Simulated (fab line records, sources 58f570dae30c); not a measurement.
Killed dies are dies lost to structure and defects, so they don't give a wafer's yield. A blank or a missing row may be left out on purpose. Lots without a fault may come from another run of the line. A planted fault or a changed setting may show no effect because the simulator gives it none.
Problem report in the 8D (eight disciplines) form, filled by code | flow berkeley_cmos170 | the parts of the form that need people (team, actions taken, sign-off) are left out

1. THE PROBLEM
tilt_deg at UCB170_PWELL_IMPLANT_15 reads a mean of 8.019 degrees on 6 wafers of 2 lots; wafers without a fault read 7.002 degrees with a standard deviation of 0.024. That is +42 standard deviations from the usual mean.
First seen on wafer L461.1, day 5 22:31, on implanter-03. The record holds 42 wafers of 14 lots with a number at this step. Rule for "out", or "out of limits": more than 4 standard deviations from the usual mean. The other wafers with a number count as sound.

2. WHAT IT IS AND WHAT IT IS NOT
question                    | is                     | is not
which readings at this step | tilt_deg               | -
which lots                  | L459, L461             | L449, L450, L451, L452, L454, L462, L464, L465, L466, L467, L470, L472
which wafers of those lots  | all that have a number | -
read on which tools         | implanter-03           | implanter-01, implanter-02
when                        | from day 5 22:31       | up to then (15 sound wafers); but 21 sound wafers of L462, L464, L465, L466, L467, L470, L472 came after

3. SUSPECTS, AND WHAT RULES EACH OUT
Counting: a tool at a process step up to the reading stays a suspect if it ran every lot that is out and no sound lot after the first of them.
- implanter-03 at UCB170_PWELL_IMPLANT_15: kept. It ran every lot that is out, first L461 (day 5 22:31), and no sound lot after that; its last sound lot up to then is L452 (day 4 03:57). Its own readings are out on those wafers: tilt_deg.
Left after counting: implanter-03 at UCB170_PWELL_IMPLANT_15.

4. THE CAUSE (what the simulator had put in)
Process parameter drift: implanter-03, from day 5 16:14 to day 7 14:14, at UCB170_PWELL_IMPLANT_15. Setting tilt_deg, moved by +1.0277, from 7. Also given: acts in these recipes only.
Counting left only this tool.

5. THE CHAIN OF EFFECTS, in route order
Each row: a reading whose mean over the struck wafers that have a number lies more than 3 standard deviations from the usual. Only readings for which the record gives a usual standard deviation are gone through. hours: the time from each lot's start at the first step in this table that gives one to its start at this step, as a median over the lots. sigmas: the change in usual standard deviations.
hours | step                    | reading  | usual         | on struck wafers | change | sigmas
0     | UCB170_PWELL_IMPLANT_15 | tilt_deg | 7.002 degrees | 8.019            | +1.017 | +42
The process steps in it:
- UCB170_PWELL_IMPLANT_15
Later measuring or inspecting steps at which every struck wafer that the step has a row for has a number for every such reading, and none has moved that far: UCB170_SACOX_THK_MEAS_02, UCB170_SCREENOX_THK_MEAS_02.

6. WHAT WOULD HAVE CAUGHT IT SOONER
In this record the first reading out of limits was taken at day 5 22:31, 6 hours after the fault began at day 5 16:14.
